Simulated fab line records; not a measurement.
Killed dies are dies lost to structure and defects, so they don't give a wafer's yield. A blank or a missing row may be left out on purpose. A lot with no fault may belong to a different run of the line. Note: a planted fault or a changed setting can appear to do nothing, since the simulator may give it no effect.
Comparing a struck lot with a sound one -- flow ritCmos -- 18 out of 202 route steps
Sound: these wafers, L556.2, L556.3, L556.6. Wafers L563.4, L563.5, L563.6 were the ones struck. At the end, the cause is stated.
Order at every step that has rows: each side's tool, ch and its chambers, its first start. Under that, the readings that differ: sound wafers -- struck wafers -- difference of the means -- sigmas: that difference in standard deviations of wafers without a fault.
alike: readings whose means differ by less than 2 such deviations, and words and numbers that are the same on both sides. not compared: withheld readings, readings that some wafer has no value for, bounds like >300 that may hide the same value, and numbers for which the record gives no deviation and whose values overlap.
The two part at a step that has a row with sigmas, a row that says differs or no value, or rows on one side only. When numbers do not overlap yet have no deviation, they are printed without sigmas and do not part them. A reading missing from all wafers of one side parts the sides only when that side holds two or more wafers.

first, 1 step without rows for these wafers: RIT_PWELL_DEVELOP_05 (develop time 68 s).
RIT_PWELL_OVL_MEAS_06:
  struck on overlay-02, day 4 21:00; sound on overlay-02, day 3 10:05
  alike: PWELL_OVL
then, 2 steps without rows for these wafers: RIT_PWELL_HARDBAKE_07 (time 120 s); RIT_PWELL_IMPLANT_08.
RIT_PWELL_STRIP_09: strips in O2, time 180 s.
  sound on plasmaAsher-04 ch 0,1, day 3 10:31; struck on plasmaAsher-03 ch 0,1, day 4 21:28
  alike: drypumpMotorCurrentA
  not compared: rfHoursCounterH
RIT_PWELL_TW_MEAS_10:
  struck on filmMetro-02, day 4 21:37; sound on filmMetro-02, day 3 10:43
  alike: PWELL_TW
then, 1 step without rows for these wafers: RIT_WELLDRIVE_ANNEAL_00 (time 14700 s).
RIT_WELLDRIVE_RS_MEAS_01: the measuring method here is four-point-probe.
  struck on filmMetro-02, day 5 02:50; sound on filmMetro-01, day 3 16:33
  alike: NWELL_RS
RIT_WELLDRIVE_RS_MEAS_02: the measuring method here is four-point-probe.
  struck on filmMetro-02, day 5 02:58; sound on filmMetro-01, day 3 16:40
  alike: PWELL_RS
then, 3 steps without rows for these wafers: RIT_NRETRO_HMDS_00 (prime time 60 s); RIT_NRETRO_COAT_01 (resist thk 1300 nm); RIT_NRETRO_SOFTBAKE_02 (time 60 s).
RIT_NRETRO_EXPOSE_03: exposes mask M4, target cd 43900 nm.
  sound on ilineStepper-02 ch 0, day 3 17:22; struck on ilineStepper-02 ch 0, day 5 03:39
reading,sound,struck,difference,sigmas
model.NRETRO.overlayXNm (nm),-2.535 -2.535 -2.535,420.2 420.2 420.2,+422.7,
  alike: mask
then, 2 steps without rows for these wafers: RIT_NRETRO_PEB_04; RIT_NRETRO_DEVELOP_05 (develop time 68 s).
RIT_NRETRO_OVL_MEAS_06:
  struck on overlay-02, day 5 04:02; sound on overlay-02, day 3 17:47
reading,sound,struck,difference,sigmas
NRETRO_OVL (nm),-2.2 -3.6 -1.6,417.5 419.8 419.9,+421.5,+99 or more
then, 1 step without rows for these wafers: RIT_NRETRO_HARDBAKE_07 (time 120 s).
RIT_M1_PROBE_99:
  struck on prober-02, day 6 07:40; sound on prober-02, day 5 01:31
reading,sound,struck,difference,sigmas
model.etest.wellEdgeLeft.lineOhmUm,181.1 183.7 183.2,189.3 187.2 186.2,+4.9,
model.etest.retroEdgePmos.offLog10AUm,-10.58 -10.4 -10.44,-7.658 -7.836 -7.634,+2.764,
model.etest.retroEdgeNmos.offLog10AUm,-10.1 -10.16 -10.46,-6.963 -7.284 -7.303,+3.057,
  alike: killedAtContacts, killedAtFrontEnd, killedDies, killedOpen, killedShort

== WHERE THEY PART ==
RIT_NRETRO_OVL_MEAS_06 only, going by this record. Later steps at which nothing parts them and some readings are alike: RIT_M1_PROBE_99.

WHY: whatever the simulator had introduced
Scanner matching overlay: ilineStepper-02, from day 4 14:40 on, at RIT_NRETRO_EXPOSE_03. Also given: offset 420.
